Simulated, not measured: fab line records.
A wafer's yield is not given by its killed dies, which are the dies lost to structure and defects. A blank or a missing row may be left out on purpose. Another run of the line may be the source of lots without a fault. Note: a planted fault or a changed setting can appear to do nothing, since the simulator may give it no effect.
Which tool did it? :: flow berkeleyCmos170 :: 42 wafers from 14 lots sampled at 4 of the route's 331 steps

WHAT THE GAUGES READ, wafer by wafer
UCB170_CONTACT_CD_MEAS_15 targets a cd of 700 nm.
lot: L750
measured: day 8 13:03
on: cdSem-02
cdNm (nm): 698.7 698.7 698.3

lot: L751
measured: day 8 13:20
on: cdSem-01
cdNm (nm): 699.6 698.9 699.6

lot: L752
measured: day 8 13:50
on: cdSem-02
cdNm (nm): 700.3 700.1 699.8

lot: L753
measured: day 9 13:00
on: cdSem-02
cdNm (nm): 698.4 698.1 698.7

lot: L754
measured: day 9 12:45
on: cdSem-01
cdNm (nm): 701.1 702.5 702.7

lot: L756
measured: day 10 06:58
on: cdSem-01
cdNm (nm): 696.5 697.7 697.6

lot: L758
measured: day 10 20:14
on: cdSem-01
cdNm (nm): 701.8 700.2 702.5

lot: L764
measured: day 12 08:58
on: cdSem-02
cdNm (nm): 701.7 702.2 701.9

lot: L766
measured: day 12 12:57
on: cdSem-02
cdNm (nm): 698.9 698.2 698.5

lot: L768
measured: day 12 23:23
on: cdSem-02
cdNm (nm): 699.4 700.3 700.9

lot: L770
measured: day 13 04:26
on: cdSem-01
cdNm (nm): 698.8 699.7 700.0

lot: L772
measured: day 13 16:21
on: cdSem-01
cdNm (nm): 701.3 700.4 700.5

lot: L771
measured: day 13 16:43
on: cdSem-01
cdNm (nm): 703.0 702.7 701.8

lot: L773
measured: day 13 16:02
on: cdSem-01
cdNm (nm): 697.5 699.7 697.4

UCB170_CONTACT_OVL_MEAS_16.
lot: L750
measured: day 8 13:10
on: overlay-01
CONTACT_OVL (nm): 8 6 1

lot: L751
measured: day 8 13:27
on: overlay-02
CONTACT_OVL (nm): -2 0 -2

lot: L752
measured: day 8 13:58
on: overlay-01
CONTACT_OVL (nm): 7 5 10

lot: L753
measured: day 9 13:07
on: overlay-01
CONTACT_OVL (nm): -6 -8 2

lot: L754
measured: day 9 12:51
on: overlay-01
CONTACT_OVL (nm): -9 -4 -6

lot: L756
measured: day 10 07:05
on: overlay-02
CONTACT_OVL (nm): -6 -2 3

lot: L758
measured: day 10 20:21
on: overlay-01
CONTACT_OVL (nm): 1 7 0

lot: L764
measured: day 12 09:05
on: overlay-01
CONTACT_OVL (nm): 2 -7 -4

lot: L766
measured: day 12 13:04
on: overlay-02
CONTACT_OVL (nm): 1 8 -3

lot: L768
measured: day 12 23:31
on: overlay-02
CONTACT_OVL (nm): 0 -1 -1

lot: L770
measured: day 13 04:33
on: overlay-02
CONTACT_OVL (nm): -6 -4 -2

lot: L772
measured: day 13 16:26
on: overlay-02
CONTACT_OVL (nm): -5 -8 -5

lot: L771
measured: day 13 16:50
on: overlay-01
CONTACT_OVL (nm): -2 0 -6

lot: L773
measured: day 13 16:09
on: overlay-01
CONTACT_OVL (nm): -8 -6 -2

UCB170_M1_THK_MEAS_02: measures by xrf.
lot: L750
measured: day 8 13:57
on: filmMetro-01
M1_AL_THK (nm): 584 582 584

lot: L751
measured: day 8 14:14
on: filmMetro-04
M1_AL_THK (nm): 596 608 600

lot: L752
measured: day 8 14:44
on: filmMetro-01
M1_AL_THK (nm): 592 597 599

lot: L753
measured: day 9 13:55
on: filmMetro-03
M1_AL_THK (nm): 594 600 594

lot: L754
measured: day 9 13:39
on: filmMetro-04
M1_AL_THK (nm): 603 600 608

lot: L756
measured: day 10 07:53
on: filmMetro-04
M1_AL_THK (nm): 599 595 590

lot: L758
measured: day 10 21:08
on: filmMetro-01
M1_AL_THK (nm): 586 586 593

lot: L764
measured: day 12 12:24
on: filmMetro-01
M1_AL_THK (nm): 600 593 601

lot: L766
measured: day 12 13:51
on: filmMetro-01
M1_AL_THK (nm): 596 593 596

lot: L768
measured: day 13 00:18
on: filmMetro-04
M1_AL_THK (nm): 605 605 608

lot: L770
measured: day 13 05:21
on: filmMetro-01
M1_AL_THK (nm): 601 597 612

lot: L772
measured: day 13 17:20
on: filmMetro-03
M1_AL_THK (nm): 607 603 610

lot: L771
measured: day 13 17:55
on: filmMetro-04
M1_AL_THK (nm): 586 591 590

lot: L773
measured: day 13 16:56
on: filmMetro-04
M1_AL_THK (nm): 599 593 584

TOOL THAT RAN EACH LOT (tool first, then ch and the chambers of the sampled wafers, then the start)
lot: L750
UCB170_ZERO_ETCH_06: rieDiel-02 ch 0,1,3, day 1 19:49

lot: L751
UCB170_ZERO_ETCH_06: rieDiel-03 ch 1,2,3, day 2 02:17

lot: L752
UCB170_ZERO_ETCH_06: rieDiel-01 ch 1,2,3, day 2 08:45

lot: L753
UCB170_ZERO_ETCH_06: rieDiel-02 ch 0,1,2, day 2 18:56

lot: L754
UCB170_ZERO_ETCH_06: rieDiel-01 ch 2,3, day 2 19:00

lot: L756
UCB170_ZERO_ETCH_06: rieDiel-01 ch 0,1,3, day 3 08:05

lot: L758
UCB170_ZERO_ETCH_06: rieDiel-01 ch 1,2,3, day 3 15:03

lot: L764
UCB170_ZERO_ETCH_06: rieDiel-03 ch 0,3, day 4 17:52

lot: L766
UCB170_ZERO_ETCH_06: rieDiel-02 ch 0,1,2, day 5 03:03

lot: L768
UCB170_ZERO_ETCH_06: rieDiel-03 ch 1,2,3, day 5 18:09

lot: L770
UCB170_ZERO_ETCH_06: rieDiel-01 ch 1,2,3, day 6 01:48

lot: L772
UCB170_ZERO_ETCH_06: rieDiel-02 ch 0,3, day 6 09:32

lot: L771
UCB170_ZERO_ETCH_06: rieDiel-03 ch 1,2,3, day 6 09:38

lot: L773
UCB170_ZERO_ETCH_06: rieDiel-03 ch 1,2,3, day 6 19:05
- UCB170_ZERO_ETCH_06: etches SiO2 in CHF3/CF4/Ar, time 12 s.

WHAT THE TOOLS THEMSELVES READ (means of the sampled wafers that have a number; where no wafer has one, the mark that the record gives instead)
UCB170_ZERO_ETCH_06.
lot: L750
tool: rieDiel-02
cf4FlowSccm (sccm): 10.00
drypumpMotorCurrentA (A): 5.4
oesProductAu (a.u.): 0.615
throttleValvePct (%): 9.25

lot: L751
tool: rieDiel-03
cf4FlowSccm (sccm): 10.00
drypumpMotorCurrentA (A): 5.7
oesProductAu (a.u.): 0.613
throttleValvePct (%): 9.16

lot: L752
tool: rieDiel-01
cf4FlowSccm (sccm): 10.04
drypumpMotorCurrentA (A): 5.7
oesProductAu (a.u.): 0.624
throttleValvePct (%): 9.03

lot: L753
tool: rieDiel-02
cf4FlowSccm (sccm): 9.99
drypumpMotorCurrentA (A): 5.4
oesProductAu (a.u.): 0.615
throttleValvePct (%): 9.18

lot: L754
tool: rieDiel-01
cf4FlowSccm (sccm): 10.02
drypumpMotorCurrentA (A): 5.9
oesProductAu (a.u.): 0.628
throttleValvePct (%): 9.06

lot: L756
tool: rieDiel-01
cf4FlowSccm (sccm): 9.98
drypumpMotorCurrentA (A): 5.6
oesProductAu (a.u.): 0.623
throttleValvePct (%): 9.21

lot: L758
tool: rieDiel-01
cf4FlowSccm (sccm): 9.97
drypumpMotorCurrentA (A): 5.8
oesProductAu (a.u.): 0.622
throttleValvePct (%): 9.03

lot: L764
tool: rieDiel-03
cf4FlowSccm (sccm): 10.00
drypumpMotorCurrentA (A): 5.2
oesProductAu (a.u.): 0.610
throttleValvePct (%): 9.20

lot: L766
tool: rieDiel-02
cf4FlowSccm (sccm): 10.01
drypumpMotorCurrentA (A): 5.4
oesProductAu (a.u.): 0.616
throttleValvePct (%): 9.16

lot: L768
tool: rieDiel-03
cf4FlowSccm (sccm): 10.01
drypumpMotorCurrentA (A): 5.7
oesProductAu (a.u.): 0.616
throttleValvePct (%): 9.16

lot: L770
tool: rieDiel-01
cf4FlowSccm (sccm): 10.05
drypumpMotorCurrentA (A): 5.8
oesProductAu (a.u.): 0.619
throttleValvePct (%): 9.04

lot: L772
tool: rieDiel-02
cf4FlowSccm (sccm): 9.99
drypumpMotorCurrentA (A): 5.4
oesProductAu (a.u.): 0.612
throttleValvePct (%): 9.30

lot: L771
tool: rieDiel-03
cf4FlowSccm (sccm): 10.00
drypumpMotorCurrentA (A): 5.7
oesProductAu (a.u.): 0.617
throttleValvePct (%): 9.15

lot: L773
tool: rieDiel-03
cf4FlowSccm (sccm): 9.98
drypumpMotorCurrentA (A): 5.7
oesProductAu (a.u.): 0.612
throttleValvePct (%): 9.17

THE ANSWER, worked out from the rows above alone
Rule: what is usual is taken from the lots themselves. Put in order of their means at a reading, lots are off if they are a third of the lots or fewer, leave a main group of 4 or more, and stand apart from it by a gap of 3 or more times the standard deviation of the main group's means; of several such gaps the widest counts. If all means in a main group match to the digits the tables above print for the reading, that group is not used. A lot without any number at a reading at which 4 lots or more have one is off too. Any other lot the step has rows for is counted as sound. Order of review: gauges by route order, followed by the tools' own readings, for which a lot's mean as printed above is used. The first step at which some lot is off is used, and at that step the reading that is off furthest; a lot without a number counts as furthest.
None of the lots is off at any reading shown; this tells nothing.

WHAT HAD BEEN PUT IN BY THE SIMULATOR
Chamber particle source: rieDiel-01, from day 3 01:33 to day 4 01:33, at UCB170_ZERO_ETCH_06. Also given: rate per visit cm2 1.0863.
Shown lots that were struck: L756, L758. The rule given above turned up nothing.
